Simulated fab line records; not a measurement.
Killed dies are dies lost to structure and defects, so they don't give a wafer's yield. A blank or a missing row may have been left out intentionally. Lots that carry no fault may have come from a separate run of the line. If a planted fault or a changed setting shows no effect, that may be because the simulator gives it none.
Struck lot and sound lot, side by side	flow berkeley-cmos170	18 out of 331 route steps
Sound: these wafers, L653.2, L653.5, L653.6. Wafers L656.1, L656.2, L656.6 were the ones struck. The cause comes at the end.
For every step that has rows: the tool of each side, followed by ch and its chambers, followed by its first start. Under that, the readings that differ: sound wafers	struck wafers	difference of the means	sigmas: that difference in standard deviations of wafers without a fault.
alike: a reading whose means differ by less than 2 such deviations, as well as words and numbers matching on both sides. not compared: withheld readings; readings where some wafer has no value; bounds like >300 that might hide an equal value; numbers whose values overlap and for which the record gives no deviation.
Wherever a step has rows on one side only, a row that says differs or no value, or a row with sigmas, the two part there. When numbers do not overlap yet have no deviation, they are printed without sigmas and do not part them. A reading missing from all wafers of one side parts the sides only when that side holds two or more wafers.

first, 2 steps without rows for these wafers: UCB170_NLDD_IMPLANT_08; UCB170_NLDD_IMPLANT_09.
UCB170_NLDD_STRIP_10: strips in O2.
  sound on plasma-asher-01 ch 0,1, day 7 07:01; struck on plasma-asher-02 ch 0,1, day 8 15:37
  alike: drypump-motor-current-A, oes-product-au, strip-time-to-endpoint-s
  not compared: rf-hours-counter-h
UCB170_NLDD_TW_MEAS_11:
  sound on film-metro-04, day 7 07:08; struck on film-metro-04, day 8 15:43
  alike: NLDD_TW
then, 1 step without rows for these wafers: UCB170_NLDD_CLEAN_12 (cleans in SPM, time 600 s).
UCB170_SPACER_CVD_00: deposits SiO2 from TEOS/O2, target thk 376 nm, time 47 s.
  sound on pecvd-04 ch 0,1,2, day 7 07:27; struck on pecvd-03 ch 1,2, day 8 15:58
  alike: heater-power-w
UCB170_SPACER_THK_MEAS_01:
  sound on film-metro-03, day 7 07:31; struck on film-metro-01, day 8 16:01
  alike: SPACER_TEOS_THK
then, 1 step without rows for these wafers: UCB170_SPACER_ANNEAL_02 (time 1800 s).
UCB170_SPACER_ETCHBACK_03: etches SiO2 in CHF3/CF4/Ar, stops on Si, target depth 376 nm, time 100 s.
  sound on rie-diel-01 ch 0,1, day 7 12:56; struck on rie-diel-03 ch 0,2, day 8 23:17
reading	sound	struck	difference	sigmas
drypump-motor-current-A (A)	5.7 5.7 5.4	6.2 6.8 6.2	+0.8	+2
  alike: CHF3_flow_sccm, oes-product-au, throttle-valve-pct
  not compared: rf-hours-counter-h
then, 3 steps without rows for these wafers: UCB170_PSD_HMDS_00 (prime time 60 s); UCB170_PSD_COAT_01 (resist thk 900 nm); UCB170_PSD_SOFTBAKE_02 (time 60 s).
UCB170_PSD_EXPOSE_03: exposes mask PSELECT MOD, target cd 1200 nm.
  sound on krf-scanner-01 ch 0, day 7 14:07; struck on krf-scanner-01 ch 0, day 9 01:02
reading	sound	struck	difference	sigmas
model.PSD.overlay-x-nm (nm)	8.877 8.877 8.877	174.7 174.7 174.7	+165.8	
  alike: mask
then, 2 steps without rows for these wafers: UCB170_PSD_PEB_04; UCB170_PSD_DEVELOP_05 (develop time 45 s).
UCB170_PSD_CD_MEAS_06 targets a cd of 1200 nm.
  sound on cd-sem-01, day 7 14:51; struck on cd-sem-01, day 9 02:44
  alike: cd-nm
UCB170_PSD_OVL_MEAS_07:
  sound on overlay-02, day 7 14:58; struck on overlay-02, day 9 03:08
reading	sound	struck	difference	sigmas
PSD_OVL (nm)	10 7 10	183 185 177	+173	+24
  not compared: hold
UCB170_M3_PROBE_99:
  record: rows for the struck wafers here (prober-01, day 10 17:18), none for the sound ones

## WHERE THEY PART
At UCB170_SPACER_ETCHBACK_03 first; at UCB170_M3_PROBE_99 last (within this record only).

WHY: what had been put in by the simulator
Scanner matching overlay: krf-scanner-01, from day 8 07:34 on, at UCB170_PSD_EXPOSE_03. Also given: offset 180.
